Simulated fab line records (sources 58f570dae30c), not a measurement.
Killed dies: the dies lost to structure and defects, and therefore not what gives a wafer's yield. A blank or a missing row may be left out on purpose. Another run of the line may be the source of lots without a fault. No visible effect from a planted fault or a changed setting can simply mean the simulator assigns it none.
Tool commonality check | flow berkeleyCmos170 | 14 lots, 42 wafers sampled

REASON FOR OPENING
UCB170_V1_THK_MEAS_01, reading V1_TEOS_THK: flagged on 2 of 14 lots. Fault-free wafers read 1999 nm, with a standard deviation of 24.
Rule: a lot is flagged when every wafer of it that has a number lies more than 4 standard deviations from that mean, or none has a number. The rest of the lots are taken to be sound.

lot  | measured     | on           | V1_TEOS_THK (nm), wafer by wafer | flag
L676 | day 7 23:09  | filmMetro-03 | 1977 1974 2003                   | 
L675 | day 7 23:10  | filmMetro-02 | 1954 1984 2013                   | 
L681 | day 8 08:54  | filmMetro-01 | 1973 1988 2016                   | 
L679 | day 8 09:09  | filmMetro-03 | 3969 4016 4046                   | FLAGGED
L678 | day 8 10:10  | filmMetro-01 | 1959 1983 1993                   | 
L680 | day 8 12:31  | filmMetro-02 | 3970 4067 4020                   | FLAGGED
L682 | day 8 21:52  | filmMetro-01 | 1967 2008 2031                   | 
L685 | day 9 12:11  | filmMetro-01 | 2019 2050 2043                   | 
L691 | day 10 10:22 | filmMetro-03 | 1971 2003 1996                   | 
L692 | day 10 10:25 | filmMetro-02 | 1976 1982 2004                   | 
L693 | day 11 06:01 | filmMetro-02 | 1995 2009 2013                   | 
L694 | day 11 14:55 | filmMetro-02 | 2005 2006 2022                   | 
L695 | day 11 15:05 | filmMetro-03 | 1975 2040 2026                   | 
L698 | day 11 20:46 | filmMetro-01 | 1993 2029 2040                   | 
On average the flagged lots' numbers are 4015 nm, which is +2016 nm against the usual, or +84 standard deviations.

EACH LOT AND THE TOOL IT RAN ON
2 process steps preceding the reading are held in the record, out of 331 steps in the route. Read each cell as the tool, then ch plus the chambers that the sampled wafers visited, then the start.
lot  | flag    | UCB170_M1_SPUTTER_00        | UCB170_V1_CVD_00
L676 |         | pvdSputter-04, day 7 18:16  | pecvd-02 ch 0,1,2, day 7 22:59
L675 |         | pvdSputter-01, day 7 18:26  | pecvd-03 ch 0,1, day 7 22:59
L681 |         | pvdSputter-04, day 8 04:46  | pecvd-02 ch 0,2, day 8 08:40
L679 | FLAGGED | pvdSputter-03, day 8 03:16  | pecvd-03 ch 0,2, day 8 08:40
L678 |         | pvdSputter-01, day 8 05:19  | pecvd-01 ch 1,2, day 8 09:59
L680 | FLAGGED | pvdSputter-04, day 8 07:33  | pecvd-02 ch 0,1, day 8 12:02
L682 |         | pvdSputter-04, day 8 16:05  | pecvd-01 ch 0,1,2, day 8 21:43
L685 |         | pvdSputter-03, day 9 05:01  | pecvd-01 ch 0,2, day 9 12:01
L691 |         | pvdSputter-04, day 10 03:52 | pecvd-03 ch 0,2, day 10 10:12
L692 |         | pvdSputter-03, day 10 04:36 | pecvd-01 ch 0,1, day 10 10:12
L693 |         | pvdSputter-01, day 10 23:42 | pecvd-01 ch 0,1,2, day 11 05:54
L694 |         | pvdSputter-04, day 11 06:56 | pecvd-01 ch 1,2, day 11 14:46
L695 |         | pvdSputter-01, day 11 07:07 | pecvd-01 ch 0,2, day 11 14:55
L698 |         | pvdSputter-03, day 11 14:37 | pecvd-02 ch 1,2, day 11 20:36
What these steps do:
- UCB170_M1_SPUTTER_00: material Al, target thk 600 nm, time 80 s.
- UCB170_V1_CVD_00: deposits SiO2 from TEOS/O2, target thk 2000 nm, time 250 s.
- UCB170_V1_THK_MEAS_01

FLAGGED OVER TOTAL, TOOL BY TOOL (the gauges that took the reading come last)
step                  | tool          | lots run | flagged | share of the flagged lots | sound lots run after its first flagged lot
UCB170_M1_SPUTTER_00  | pvdSputter-01 | 4        | 0       | none                      | -
UCB170_M1_SPUTTER_00  | pvdSputter-03 | 4        | 1       | some                      | 3 (L685,L692,L698)
UCB170_M1_SPUTTER_00  | pvdSputter-04 | 6        | 1       | some                      | 3 (L682,L691,L694)
UCB170_V1_CVD_00      | pecvd-01      | 7        | 0       | none                      | -
UCB170_V1_CVD_00      | pecvd-02      | 4        | 1       | some                      | 1 (L698)
UCB170_V1_CVD_00      | pecvd-03      | 3        | 1       | some                      | 1 (L691)
UCB170_V1_THK_MEAS_01 | filmMetro-01  | 5        | 0       | none                      | -
UCB170_V1_THK_MEAS_01 | filmMetro-02  | 5        | 1       | some                      | 3 (L692,L693,L694)
UCB170_V1_THK_MEAS_01 | filmMetro-03  | 4        | 1       | some                      | 2 (L691,L695)

WHAT THE TABLE ALLOWS
No row of the table ran every flagged lot.

WHAT HAD BEEN PUT IN BY THE SIMULATOR
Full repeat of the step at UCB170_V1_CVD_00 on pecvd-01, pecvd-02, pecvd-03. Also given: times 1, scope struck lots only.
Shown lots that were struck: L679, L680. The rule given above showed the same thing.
